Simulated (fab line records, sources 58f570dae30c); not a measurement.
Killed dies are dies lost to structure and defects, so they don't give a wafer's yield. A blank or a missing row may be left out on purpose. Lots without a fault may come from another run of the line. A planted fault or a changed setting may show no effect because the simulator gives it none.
Which tool did it? | flow berkeley_cmos170 | 14 lots, 42 wafers sampled, at 4 steps of a route of 331

WHAT THE GAUGES READ, wafer by wafer
UCB170_NWELL_OVL_MEAS_12. Usual: NWELL_OVL -2 nm, standard deviation 4.2.
lot  | measured    | on         | NWELL_OVL (nm) | flag
L139 | day 2 13:26 | overlay-01 | 5 2 -5         |
L140 | day 2 18:08 | overlay-02 | -1 -2 -4       |
L141 | day 3 02:55 | overlay-01 | -3 -6 -12      |
L142 | day 3 03:10 | overlay-02 | -3 4 3         |
L143 | day 3 02:40 | overlay-02 | -3 -2 -6       |
L146 | day 3 18:06 | overlay-01 | -3 1 -1        |
L147 | day 4 03:32 | overlay-02 | -6 -4 0        |
L153 | day 5 10:26 | overlay-01 | 3 4 3          |
L154 | day 5 16:23 | overlay-01 | -5 2 -8        |
L156 | day 6 08:49 | overlay-02 | 0 -2 1         |
L159 | day 6 16:41 | overlay-02 | 3 6 2          |
L158 | day 6 16:35 | overlay-01 | 1 -8 -1        |
L160 | day 7 00:25 | overlay-02 | 1 -9 -2        |
L162 | day 7 14:19 | overlay-02 | -3 2 -4        |

UCB170_CONTACT_CD_MEAS_15: target cd 700 nm. Usual: cd_nm 699.6 nm, standard deviation 1.3.
lot  | measured     | on        | cd_nm (nm)        | flag
L139 | day 8 03:51  | cd_sem-02 | 702.0 701.6 700.7 |
L140 | day 8 03:28  | cd_sem-01 | 699.0 698.8 698.9 |
L141 | day 9 01:07  | cd_sem-01 | 700.3 700.2 701.2 |
L142 | day 9 00:37  | cd_sem-01 | 700.2 698.9 699.9 |
L143 | day 9 04:43  | cd_sem-01 | 700.0 699.9 699.8 |
L146 | day 9 11:49  | cd_sem-01 | 699.6 699.7 699.9 |
L147 | day 10 22:11 | cd_sem-01 | 699.9 700.6 700.0 |
L153 | day 12 06:17 | cd_sem-01 | 698.7 697.6 697.3 |
L154 | day 12 04:25 | cd_sem-02 | 696.8 697.8 697.6 |
L156 | day 12 14:23 | cd_sem-02 | 699.9 698.5 698.4 |
L159 | day 14 00:07 | cd_sem-01 | 701.0 701.8 700.9 |
L158 | day 14 00:02 | cd_sem-02 | 699.9 700.7 698.9 |
L160 | day 13 16:07 | cd_sem-01 | 699.1 700.2 699.4 |
L162 | day 13 23:12 | cd_sem-01 | 699.9 698.6 698.4 |

WHICH TOOL RAN EACH LOT (tool, then ch and the chambers of the sampled wafers, then the start)
lot  | UCB170_ZERO_HMDS_00              | UCB170_PWELL_ETCH_14
L139 | litho_track-04 ch 0, day 1 20:47 | rie_diel-02 ch 2,3, day 3 05:08
L140 | litho_track-03 ch 0, day 2 02:19 | rie_diel-02 ch 0,1, day 3 11:00
L141 | litho_track-04 ch 0, day 2 07:39 | rie_diel-02 ch 0,1,3, day 3 23:46
L142 | litho_track-03 ch 0, day 2 12:17 | rie_diel-02 ch 0,2, day 4 00:19
L143 | litho_track-01 ch 0, day 2 12:21 | rie_diel-01 ch 0,2,3, day 4 00:02
L146 | litho_track-03 ch 0, day 3 03:19 | rie_diel-01 ch 1,2, day 4 09:19
L147 | litho_track-01 ch 0, day 3 12:02 | rie_diel-01 ch 0,2,3, day 5 01:19
L153 | litho_track-01 ch 0, day 4 18:37 | rie_diel-01 ch 0,2, day 6 16:04
L154 | litho_track-01 ch 0, day 4 22:50 | rie_diel-02 ch 0,1,2, day 6 15:53
L156 | litho_track-03 ch 0, day 5 10:21 | rie_diel-04 ch 0,2,3, day 7 01:34
L159 | litho_track-03 ch 0, day 5 21:25 | rie_diel-01 ch 0,2, day 8 00:58
L158 | litho_track-04 ch 0, day 5 21:29 | rie_diel-01 ch 0,2,3, day 8 01:26
L160 | litho_track-04 ch 0, day 6 11:26 | rie_diel-04 ch 0,1, day 8 01:31
L162 | litho_track-03 ch 0, day 6 15:29 | rie_diel-01 ch 1,3, day 8 12:12
- UCB170_ZERO_HMDS_00: prime time 60 s.
- UCB170_PWELL_ETCH_14: etches Si3N4 in CH3F/Ar/O2, stops on SiO2, target depth 242 nm, time 148.2 s.

WHAT THE TOOLS THEMSELVES READ (means of the sampled wafers that have a number; where no wafer has one, the mark that the record gives instead)
UCB170_ZERO_HMDS_00. Usual: prime_temp_c 99.98 C, standard deviation 0.12.
lot  | tool           | prime_temp_c (C) | flag
L139 | litho_track-04 | 99.88            |
L140 | litho_track-03 | 99.90            |
L141 | litho_track-04 | 99.90            |
L142 | litho_track-03 | 99.89            |
L143 | litho_track-01 | 99.91            |
L146 | litho_track-03 | 100.00           |
L147 | litho_track-01 | 99.89            |
L153 | litho_track-01 | 105.52           | OFF
L154 | litho_track-01 | 105.62           | OFF
L156 | litho_track-03 | 99.86            |
L159 | litho_track-03 | 100.13           |
L158 | litho_track-04 | 100.06           |
L160 | litho_track-04 | 99.98            |
L162 | litho_track-03 | 99.95            |

UCB170_PWELL_ETCH_14. Usual: drypump_motor_current_A 5.6 A, standard deviation 0.4; oes_product_au 0.949 a.u., standard deviation 0.019; throttle_valve_pct 8.11 %, standard deviation 0.11.
lot  | tool        | drypump_motor_current_A (A) | oes_product_au (a.u.) | throttle_valve_pct (%) | flag
L139 | rie_diel-02 | 5.4                         | 0.944                 | 8.21                   |
L140 | rie_diel-02 | 5.8                         | 0.967                 | 8.11                   |
L141 | rie_diel-02 | 5.5                         | 0.959                 | 8.11                   |
L142 | rie_diel-02 | 5.7                         | 0.942                 | 8.20                   |
L143 | rie_diel-01 | 5.9                         | 0.928                 | 8.09                   |
L146 | rie_diel-01 | 5.7                         | 0.950                 | 8.17                   |
L147 | rie_diel-01 | 5.9                         | 0.943                 | 8.09                   |
L153 | rie_diel-01 | 5.8                         | 0.932                 | 8.19                   |
L154 | rie_diel-02 | 5.7                         | 0.949                 | 8.13                   |
L156 | rie_diel-04 | 5.4                         | 0.954                 | 8.06                   |
L159 | rie_diel-01 | 5.8                         | 0.934                 | 8.19                   |
L158 | rie_diel-01 | 5.9                         | 0.932                 | 8.09                   |
L160 | rie_diel-04 | 6.0                         | 0.968                 | 8.11                   |
L162 | rie_diel-01 | 5.5                         | 0.950                 | 7.99                   |

THE ANSWER, worked out from the rows above alone
Rule: a lot is off if the mean of its wafers that have a number lies more than 3 standard deviations from the usual mean. A lot without any number at a reading at which 4 lots or more have one is off too. The other lots that the step has rows for count as sound. The gauges are gone through in route order, then the tools' own readings, and for those a lot's mean is taken as printed above. The first step at which some lot is off is used, and at that step the reading that is off furthest; a lot without a number counts as furthest.
Off: L153, L154, at UCB170_ZERO_HMDS_00 (prime_temp_c).
A tool fits if, at that step or a process step before it, it ran every lot that is off, and no sound lot after the first of them. One fits: litho_track-01 at UCB170_ZERO_HMDS_00. Its last sound lot is L147 (day 3 12:02), its first lot that is off L153 (day 4 18:37): a fault that began between those two fits.
The tool's own readings at UCB170_ZERO_HMDS_00 bear it out: on the lots that are off they differ by more than 5 times the standard deviation of the sound lots' means. prime_temp_c reads 105.57 C there against 99.95 C on the sound lots.

WHAT THE SIMULATOR HAD PUT IN
Process parameter drift: litho_track-01, from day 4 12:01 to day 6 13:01, at UCB170_ZERO_HMDS_00. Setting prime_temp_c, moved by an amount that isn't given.
Lots struck among those shown: L153, L154. The rule above found the same.
